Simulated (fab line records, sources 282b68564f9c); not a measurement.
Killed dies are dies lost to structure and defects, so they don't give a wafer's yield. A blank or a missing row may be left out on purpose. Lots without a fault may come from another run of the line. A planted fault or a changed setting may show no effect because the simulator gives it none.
fab line records | flow rit_cmos | part 2 of 2: steps 32 to 33 of 33
record lots=5 wafers=23
route steps=202 shown GATE@91 NLDD@104 PLDD@115 NSD@132 SDANNEAL@155 CONTACT@168 M1@188
start_h: hours from the record's first day to the start of the lot's first wafer shown | wait_h: hours since the lot's step before | " the same as in the row above | L1.1+2: a row that stands for several wafers | - no value, or no start given | * or withheld: withheld | < > ~ a bound
route shown NAME@n: a module of which the file shows steps, and the number in the route of the first | usual: mean/standard deviation of fault-free wafers | same: alike in all rows | chamber/n: place in a boat | sites: the reading at each site | _std_site: their standard deviation | _edge_site: outer sites' mean less inner sites' | radius_mm: how far each site lies from the wafer's centre | mask NAME#n: copy n | behind: the tool/chamber that last shaped the wafer | hold: why the lot was held/for how many hours/how that ended | device: the transistor (n, p or np) that didn't switch | end of line: the same wafers' tests at the end of the route | a step without rows: its recipe alone | killed: dies lost to structure and defects at the first sort, not the wafer's yield | map: a wafer's dies, x killed, . not, _ none there
set.NAME: the setting as run; set.NAME@STEP: as run at that earlier step | model.NAME: the simulator's own value behind a step, which no gauge read
lots whose settings were changed on purpose; a table a step, a row a wafer
## steps
# step RIT_M1_COAT_04
# recipe resist=NOVOLAK spin_rpm=2000 resist_thk_nm=1300
# columns lot.wafer tool chamber start_h wait_h set.resist_thk_nm model.NOVOLAK_of_M1_COAT_04.thk_nm
L076.1 litho_track-02 0 68.84 0.1 1300 1307
L076.2+6 " 0 " " 1225 1228
L076.4 " 0 " " 1300 1303
L076.5 " 0 " " 1300 1305
L078.1+5 litho_track-01 0 77.48 0.1 1300 1299
L078.3+6 " 0 " " 1340 1343
L078.4 " 0 " " 1300 1300
L080.1 litho_track-03 0 85.68 0.1 1300 1300
L080.2 " 0 " " 1237 1234
L080.4 " 0 " " 1300 1294
L080.5 " 0 " " 1237 1236
L080.6 " 0 " " 1237 1232
L083.1+2 litho_track-01 0 100.85 0.1 1300 1295
L083.6 " 0 " " 1300 1301
L081.1+4 litho_track-01 0 107.60 0.1 1300 1301
L081.3 " 0 " " 1300 1303
L081.5 " 0 " " 1329 1331
L081.6 " 0 " " 1329 1333
# step RIT_M1_PROBE_99
# usual killed_at_contacts=0.1/0.25 killed_at_front_end=7/3.3 killed_dies=7/3.3 killed_open=3.1/2 killed_short=3.8/2.3
# same gross_dies=264 killed_at_M0_to_M3=0 killed_at_M4_up=0 killed_at_back_side=0 killed_at_other=0
# columns lot.wafer tool chamber start_h wait_h set.develop_time_s@GATE_DEVELOP_15 killed_at_contacts killed_at_front_end killed_dies killed_open killed_short model.etest.nmos_0p15.r_on_ohm_um model.etest.nmos_0p3.r_on_ohm_um model.etest.nmos_narrow.drive_ua_um model.etest.pmos_0p3.r_on_ohm_um
L076.1 prober-01 - 72.36 0.1 50 0 5 5 2 3 1091 2132 217.1 6331
L076.2 prober-01 - 72.41 0.1 55.79 1 22 23 2 3 991.6 2027 239.2 5855
L076.4 prober-01 - 72.51 0.2 55.79 0 35 35 10 6 954.1 2018 231.1 5725
L076.5 prober-01 - 72.56 0.2 50 0 5 5 2 3 1148 2173 214.7 6359
L076.6 prober-01 - 72.61 0.2 50 0 4 4 1 3 1110 2146 222.2 6189
L078.1 prober-01 - 80.87 0.1 46.15 0 8 8 3 4 1216 2239 187.8 6571
L078.3 prober-01 - 80.97 0.2 46.15 0 6 6 2 3 1240 2291 184.7 6493
L078.4 prober-01 - 81.02 0.2 50 0 11 11 3 6 1156 2202 190.3 6134
L078.5 prober-01 - 81.07 0.2 50 0 10 10 5 4 1098 2165 194.7 6129
L078.6 prober-01 - 81.12 0.2 46.15 0 10 10 5 4 1195 2240 177.6 6441
L080.1 prober-01 - 89.20 0.1 50 0 3 3 3 0 1155 2191 225.2 6383
L080.2 prober-01 - 89.25 0.1 42.51 0 144 144 3 2 - - - -
L080.4 prober-01 - 89.35 0.2 42.51 0 141 141 1 4 - - - -
L080.5 prober-01 - 89.40 0.2 50 0 4 4 3 1 1082 2147 233.8 6438
L080.6 prober-01 - 89.45 0.2 42.51 1 143 144 5 8 1366 2421 207.7 7117
L083.1 prober-01 - 104.23 0.1 50 0 12 12 5 7 1167 2172 232.8 6195
L083.2 prober-01 - 104.28 0.1 50 1 7 8 3 5 1130 2149 233.6 6161
L083.6 prober-01 - 104.48 0.2 50 0 6 6 3 3 1109 2119 234.9 6098
L081.1 prober-02 - 111.24 0.1 52.85 0 8 8 6 2 1077 2119 205.9 6063
L081.3 prober-02 - 111.34 0.2 50 0 5 5 3 2 1181 2249 198.9 6585
L081.4 prober-02 - 111.39 0.2 52.85 0 2 2 2 0 1079 2148 203 6196
L081.5 prober-02 - 111.44 0.2 50 0 5 5 3 2 1189 2229 195.4 6426
L081.6 prober-02 - 111.49 0.2 52.85 0 7 7 2 5 1082 2126 201.5 6107
# killed by level:class
L076.1 SPACER:geometric_particle:short=2 GATE:geometric_particle:open=1 GATE:geometric_particle:short=1 SPACER:geometric_particle:open=1
L076.2 GATE:area_develop=18 FOX2:geometric_particle:short=1 GATE:geometric_particle:open=1 GATE:geometric_particle:short=1 SPACER:geometric_particle:short=1 CONTACT:geometric_particle:open=1
L076.4 GATE:area_develop=19 GATE:geometric_particle:open=9 GATE:geometric_particle:short=3 FOX2:geometric_particle:short=1 SILICIDE:geometric_particle:short=1 SPACER:geometric_particle:short=1 SILICIDE:geometric_particle:open=1
L076.5 GATE:geometric_particle:open=2 FOX2:geometric_particle:short=1 GATE:geometric_particle:short=1 SPACER:geometric_particle:short=1
L076.6 SPACER:geometric_particle:short=2 GATE:geometric_particle:short=1 REOX:geometric_particle:open=1
L078.1 GATE:geometric_particle:open=2 FOX1:geometric_particle:short=1 GATE:geometric_particle:short=1 REOX:geometric_particle:short=1 SILICIDE:geometric_particle:open=1 SILICIDE:geometric_particle:short=1 GATE:area_develop=1
L078.3 FOX1:geometric_particle:open=1 FOX1:geometric_particle:short=1 FOX2:geometric_particle:open=1 REOX:geometric_particle:short=1 SILICIDE:geometric_particle:short=1 GATE:area_develop=1
L078.4 GATE:geometric_particle:short=4 NRETRO:coat_microbubble_printed=2 FOX1:geometric_particle:short=1 FOX2:geometric_particle:short=1 GATE:geometric_particle:open=1 SPACER:geometric_particle:open=1 SILICIDE:geometric_particle:open=1
L078.5 GATE:geometric_particle:open=3 GATE:geometric_particle:short=2 FOX2:geometric_particle:short=1 FOX2:geometric_particle:open=1 SILICIDE:geometric_particle:open=1 SILICIDE:geometric_particle:short=1 NRETRO:coat_microbubble_printed=1
L078.6 GATE:geometric_particle:short=4 GATE:geometric_particle:open=4 SILICIDE:geometric_particle:open=1 NRETRO:coat_microbubble_printed=1
L080.1 GATE:geometric_particle:open=2 SILICIDE:geometric_particle:open=1
L080.2 GATE:area_develop=139 FOX2:geometric_particle:open=2 FOX1:geometric_particle:short=1 SILICIDE:geometric_particle:short=1 SILICIDE:geometric_particle:open=1
L080.4 GATE:area_develop=136 GATE:geometric_particle:short=2 SILICIDE:geometric_particle:short=2 GATE:geometric_particle:open=1
L080.5 GATE:geometric_particle:open=2 GATE:geometric_particle:short=1 REOX:geometric_particle:open=1
L080.6 GATE:area_develop=131 GATE:geometric_particle:short=4 FOX1:geometric_particle:short=3 GATE:geometric_particle:open=2 FOX2:geometric_particle:open=1 SPACER:geometric_particle:short=1 SILICIDE:geometric_particle:open=1 CONTACT:geometric_particle:open=1
L083.1 GATE:geometric_particle:open=2 ACTIVE:geometric_particle:short=1 FOX1:geometric_particle:short=1 FOX2:geometric_particle:short=1 GATE:geometric_particle:short=1 REOX:geometric_particle:short=1 REOX:geometric_particle:open=1 SPACER:geometric_particle:short=1
L083.2 GATE:geometric_particle:short=2 REOX:geometric_particle:short=2 FOX1:geometric_particle:open=1 SPACER:geometric_particle:open=1 REOX:geometric_particle:open=1 CONTACT:geometric_particle:short=1
L083.6 GATE:geometric_particle:short=2 REOX:geometric_particle:open=2 FOX2:geometric_particle:short=1 GATE:geometric_particle:open=1
L081.1 GATE:geometric_particle:open=2 SILICIDE:geometric_particle:short=2 SILICIDE:geometric_particle:open=2 REOX:geometric_particle:open=1 SPACER:geometric_particle:open=1
L081.3 FOX2:geometric_particle:open=2 GATE:geometric_particle:short=2 GATE:geometric_particle:open=1
L081.4 GATE:geometric_particle:open=2
L081.5 GATE:geometric_particle:open=2 GATE:geometric_particle:short=1 SILICIDE:geometric_particle:open=1 SILICIDE:geometric_particle:short=1
L081.6 GATE:geometric_particle:short=3 FOX1:geometric_particle:open=1 FOX1:geometric_particle:short=1 GATE:geometric_particle:open=1 REOX:geometric_particle:short=1
## key
split step=RIT_GATE_DEVELOP_15 setting=develop_time_s stated=50 by=wafer
response step=RIT_GATE_ETCH_19 reading=model.GATE.cd_nm change=-2 per=1% r=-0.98
response step=RIT_M1_PROBE_99 reading=model.etest.nmos_0p3.r_on_ohm_um change=-13.6 per=1% r=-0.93
response step=RIT_M1_PROBE_99 reading=model.etest.pmos_0p3.r_on_ohm_um change=-47.8 per=1% r=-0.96
response step=RIT_M1_PROBE_99 reading=model.etest.nmos_narrow.drive_ua_um change=+1.39 per=1% r=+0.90
response step=RIT_M1_PROBE_99 reading=model.etest.nmos_0p15.r_on_ohm_um change=-14.3 per=1% r=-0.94
split step=RIT_NLDD_COAT_01 setting=resist_thk_nm stated=1000 by=wafer
response step=RIT_NLDD_COAT_01 reading=model.NOVOLAK_of_NLDD_COAT_01.thk_nm change=+9.7 per=1% r=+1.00
response step=RIT_NLDD_DEVELOP_05 reading=model.NOVOLAK_of_NLDD_COAT_01.thk_nm change=+9.78 per=1% r=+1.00
response step=RIT_NLDD_HARDBAKE_07 reading=model.NOVOLAK_of_NLDD_COAT_01.thk_nm change=+8.49 per=1% r=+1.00
split step=RIT_NLDD_SOFTBAKE_02 setting=time_s stated=60 by=wafer
response none clear
split step=RIT_PLDD_COAT_01 setting=resist_thk_nm stated=1000 by=wafer
response step=RIT_PLDD_COAT_01 reading=model.NOVOLAK_of_PLDD_COAT_01.thk_nm change=+10.1 per=1% r=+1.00
response step=RIT_PLDD_HARDBAKE_07 reading=model.NOVOLAK_of_PLDD_COAT_01.thk_nm change=+8.89 per=1% r=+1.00
split step=RIT_PLDD_IMPLANT_08 setting=dose_cm2 stated=9e+14 by=wafer
response step=RIT_SDANNEAL_RS_MEAS_06 reading=PLDD_RS change=-0.832 per=1% r=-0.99
split step=RIT_NSD_COAT_01 setting=spin_rpm stated=3250 by=wafer
response step=RIT_NSD_COAT_01 reading=model.NOVOLAK_of_NSD_COAT_01.thk_nm change=-4.56 per=1% r=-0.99
response step=RIT_NSD_HARDBAKE_07 reading=model.NOVOLAK_of_NSD_COAT_01.thk_nm change=-3.99 per=1% r=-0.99
split step=RIT_NSD_IMPLANT_08 setting=dose_cm2 stated=1e+15 by=wafer
response step=RIT_SDANNEAL_RS_MEAS_05 reading=NSD_RS change=-0.625 per=1% r=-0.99
split step=RIT_SDANNEAL_CLEAN_02 setting=time_s stated=600 by=lot
response none clear
split step=RIT_CONTACT_CVD_00 setting=time_s stated=61 by=wafer
response step=RIT_CONTACT_CVD_00 reading=model.SiO2_of_CONTACT_CVD_00.thk_nm change=+4.53 per=1% r=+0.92
response step=RIT_CONTACT_THK_MEAS_01 reading=CONTACT_TEOS_THK change=+4.54 per=1% r=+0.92
response step=RIT_CONTACT_ETCH_11 reading=model.etch.depth_nm change=+4.53 per=1% r=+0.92
response step=RIT_CONTACT_ETCH_11 reading=model.CONTACT.feature_depth_nm change=+4.53 per=1% r=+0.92
split step=RIT_M1_COAT_04 setting=resist_thk_nm stated=1300 by=wafer
response step=RIT_M1_COAT_04 reading=model.NOVOLAK_of_M1_COAT_04.thk_nm change=+13.3 per=1% r=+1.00
split outside_this_file step=RIT_GATE_CVD_08 setting=pressure_mtorr
# split outside_this_file: this setting was split too, and the file shows its column; the key of that split is in another file
